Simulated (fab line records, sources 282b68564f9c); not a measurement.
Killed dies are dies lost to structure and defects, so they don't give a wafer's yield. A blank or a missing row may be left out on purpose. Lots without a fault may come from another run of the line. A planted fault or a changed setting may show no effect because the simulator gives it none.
A struck lot beside a sound one | flow rit_cmos | 44 steps out of a route of 202
Sound: wafers L843.2, L843.3, L843.5. Struck: wafers L854.1, L854.5, L854.6. The cause comes at the end.
At each step with rows: each side's tool, then ch and its chambers, then its first start. Under that, the readings that differ: sound wafers | struck wafers | difference of the means | sigmas: that difference in standard deviations of wafers without a fault.
alike: readings whose means differ by less than 2 such deviations, and words and numbers that are the same on both sides. not compared: withheld readings, readings that some wafer has no value for, bounds like >300 that may hide the same value, and numbers for which the record gives no deviation and whose values overlap.
The two part at a step that has a row with sigmas, a row that says differs or no value, or rows on one side only. Numbers that don't overlap but have no deviation are shown without sigmas and don't part them. A reading that every wafer of one side lacks parts them only if that side has two wafers or more.

first, 1 step without rows for these wafers: RIT_PRETRO_IMPLANT_08.
RIT_PRETRO_STRIP_09: strips in O2, time 180 s.
  sound on plasma_asher-02 ch 1, day 2 21:46; struck on plasma_asher-01 ch 0,1, day 5 04:52
  alike: drypump_motor_current_A
  not compared: rf_hours_counter_h
RIT_PRETRO_TW_MEAS_10:
  sound on film_metro-02, day 2 21:57; struck on film_metro-04, day 5 05:02
  reading   | sound       | struck      | difference | sigmas
  PRETRO_TW | 475 476 473 | 486 485 486 | +11        | +3
then, 5 steps without rows for these wafers: RIT_GATE_WET_ETCH_00 (etches SiO2 in BOE, target depth 56 nm, time 60 s); RIT_GATE_CLEAN_01 (cleans in SC1, time 600 s); RIT_GATE_CLEAN_02 (cleans in dHF, time 30 s); RIT_GATE_CLEAN_03 (cleans in SC2, time 600 s); RIT_GATE_CLEAN_04 (cleans in dHF, time 60 s).
RIT_FOX2_THK_MEAS_91:
  sound on film_metro-02, day 2 22:29; struck on film_metro-01, day 5 05:32
  alike: FIELD_OXIDE_LEFT_2_THK
then, 2 steps without rows for these wafers: RIT_GATE_OXIDATION_05 (target thk 3 nm, ox time 270 s); RIT_GATE_ANNEAL_06 (time 600 s).
RIT_GATE_THK_MEAS_07:
  sound on film_metro-04, day 2 23:53; struck on film_metro-02, day 5 08:26
  reading             | sound          | struck         | difference | sigmas
  GATE_OXIDE_THK (nm) | 2.93 2.89 3.02 | 3.10 3.07 3.11 | +0.15      | +2
RIT_GATE_CVD_08: deposits poly-Si from SiH4, target thk 250 nm, time 2220 s.
  sound on lpcvd-02 ch 1, day 2 23:56; struck on lpcvd-01 ch 1, day 5 08:29
  reading                                  | sound             | struck            | difference | sigmas
  sih4_flow_sccm (sccm)                    | 100.4 100.2 100.2 | 79.4 79.7 79.7    | -20.7      | -69
  model.poly-Si_of_GATE_CVD_08.thk_nm (nm) | 250.1 250.5 250.3 | 203.1 203.2 202.4 | -47.4      |
  alike: pressure_mtorr
RIT_GATE_THK_MEAS_09:
  sound on film_metro-01, day 3 01:33; struck on film_metro-02, day 5 10:06
  reading            | sound             | struck            | difference | sigmas
  GATE_POLY_THK (nm) | 250.1 250.6 250.4 | 203.0 203.4 202.3 | -47.5      | -20
then, 6 steps without rows for these wafers: RIT_GATE_HMDS_10 (prime time 60 s); RIT_GATE_COAT_11 (resist thk 850 nm); RIT_GATE_SOFTBAKE_12 (time 58.29 s); RIT_GATE_EXPOSE_13 (exposes mask M6, target cd 150 nm); RIT_GATE_PEB_14; RIT_GATE_DEVELOP_15 (develop time 48.97 s).
RIT_GATE_CD_MEAS_16: target cd 150 nm.
  sound on cd_sem-02, day 3 02:35; struck on cd_sem-01, day 5 11:01
  alike: cd_nm
RIT_GATE_OVL_MEAS_17:
  sound on overlay-01, day 3 02:41; struck on overlay-02, day 5 11:08
  alike: GATE_OVL
then, 1 step without rows for these wafers: RIT_GATE_HARDBAKE_18 (time 60 s).
RIT_GATE_ETCH_19: etches poly-Si in SF6/CHF3/O2, stops on SiO2, time 165 s, target depth 312.5 nm.
  sound on rie_si-02 ch 1,2, day 3 02:52; struck on rie_si-02 ch 1,2,3, day 5 11:21
  reading                          | sound             | struck            | difference | sigmas
  oes_product_au (a.u.)            | 0.858 0.854 0.847 | 0.735 0.755 0.749 | -0.107     | -8
  model.etch.depth_nm (nm)         | 250.1 250.5 250.3 | 203.1 203.2 202.4 | -47.4      |
  model.GATE.feature_depth_nm (nm) | 250.1 250.5 250.3 | 203.1 203.2 202.4 | -47.4      |
  alike: drypump_motor_current_A, throttle_valve_pct
  not compared: rf_hours_counter_h
RIT_GATE_STRIP_20: strips in O2, time 180 s.
  sound on plasma_asher-01 ch 0,1, day 3 02:58; struck on plasma_asher-04 ch 0,1, day 5 11:27
  alike: drypump_motor_current_A
  not compared: rf_hours_counter_h
RIT_GATE_CD_MEAS_90: target cd 150 nm.
  sound on cd_sem-02, day 3 03:10; struck on cd_sem-01, day 5 11:38
  alike: cd_nm
then, 4 steps without rows for these wafers: RIT_REOX_CLEAN_00 (cleans in SC1, time 600 s); RIT_REOX_CLEAN_01 (cleans in dHF, time 30 s); RIT_REOX_CLEAN_02 (cleans in SC2, time 600 s); RIT_REOX_OXIDATION_03 (target thk 25.2 nm, ox time 5580 s).
RIT_REOX_THK_MEAS_04:
  sound on film_metro-03, day 3 06:23; struck on film_metro-03, day 5 14:56
  alike: REOX_OXIDE_THK
then, 6 steps without rows for these wafers: RIT_NLDD_HMDS_00 (prime time 60 s); RIT_NLDD_COAT_01 (resist thk 1000 nm); RIT_NLDD_SOFTBAKE_02 (time 60 s); RIT_NLDD_EXPOSE_03 (exposes mask M7, target cd 40700 nm); RIT_NLDD_PEB_04; RIT_NLDD_DEVELOP_05 (develop time 50 s).
RIT_NLDD_OVL_MEAS_06:
  sound on overlay-02, day 3 07:17; struck on overlay-01, day 5 15:50
  alike: NLDD_OVL
then, 2 steps without rows for these wafers: RIT_NLDD_HARDBAKE_07 (time 60 s); RIT_NLDD_IMPLANT_08.
RIT_NLDD_STRIP_09: strips in O2, time 180 s.
  sound on plasma_asher-04 ch 0,1, day 3 07:37; struck on plasma_asher-03 ch 0,1, day 5 16:10
  alike: drypump_motor_current_A
  not compared: rf_hours_counter_h
RIT_NLDD_TW_MEAS_10:
  sound on film_metro-03, day 3 07:48; struck on film_metro-03, day 5 16:21
  alike: NLDD_TW
RIT_SDANNEAL_CLEAN_02: cleans in SC2, time 600 s.
  sound on wet_bench-02 ch 3, day 3 15:13; struck on wet_bench-03 ch 2, day 5 23:44
  reading                                  | sound           | struck            | difference | sigmas
  model.poly-Si_of_GATE_CVD_08.thk_nm (nm) | 163.2 165 164.4 | 116.1 116.4 116.3 | -47.9      |
  alike: bath_heat_duty_pct
RIT_M1_PROBE_99:
  sound on prober-02, day 3 23:01; struck on prober-02, day 6 08:40
  reading                               | sound                | struck               | difference | sigmas
  model.etest.pmos_turned.r_on_ohm_um   | 3399 3303 3342       | 3183 3045 3082       | -245       |
  model.etest.nmos_turned.drive_ua_um   | 329.3 333.9 331.1    | 384.6 393.1 392.5    | +58.6      |
  model.etest.pmos_turned.drive_ua_um   | 192.6 194.3 193.6    | 213.3 226 221.6      | +26.8      |
  model.etest.ppoly_line.rs_ohm_sq      | 16.54 16.47 16.55    | 16.84 16.81 16.94    | +0.34      |
  model.etest.nmos_0p15.tox_inv_nm (nm) | 4.418 4.452 4.51     | 4.36 4.324 4.344     | -0.12      |
  model.etest.nmos_0p15.overlap_ff_um   | 0.2472 0.2448 0.2475 | 0.2527 0.2574 0.2568 | +0.0091    |
  alike: killed_at_front_end, killed_dies, killed_open, killed_short
  not compared: model.etest.nmos_0p3.r_on_ohm_um, model.etest.nmos_0p3.drive_ua_um

WHERE THEY PART
First at RIT_PRETRO_TW_MEAS_10; last, within this record, at RIT_GATE_ETCH_19. Later steps at which nothing parts them and some readings are alike: RIT_GATE_STRIP_20, RIT_GATE_CD_MEAS_90, RIT_REOX_THK_MEAS_04, RIT_NLDD_OVL_MEAS_06, RIT_NLDD_STRIP_09, RIT_NLDD_TW_MEAS_10, RIT_SDANNEAL_CLEAN_02, RIT_M1_PROBE_99.

WHY: what the simulator had put in
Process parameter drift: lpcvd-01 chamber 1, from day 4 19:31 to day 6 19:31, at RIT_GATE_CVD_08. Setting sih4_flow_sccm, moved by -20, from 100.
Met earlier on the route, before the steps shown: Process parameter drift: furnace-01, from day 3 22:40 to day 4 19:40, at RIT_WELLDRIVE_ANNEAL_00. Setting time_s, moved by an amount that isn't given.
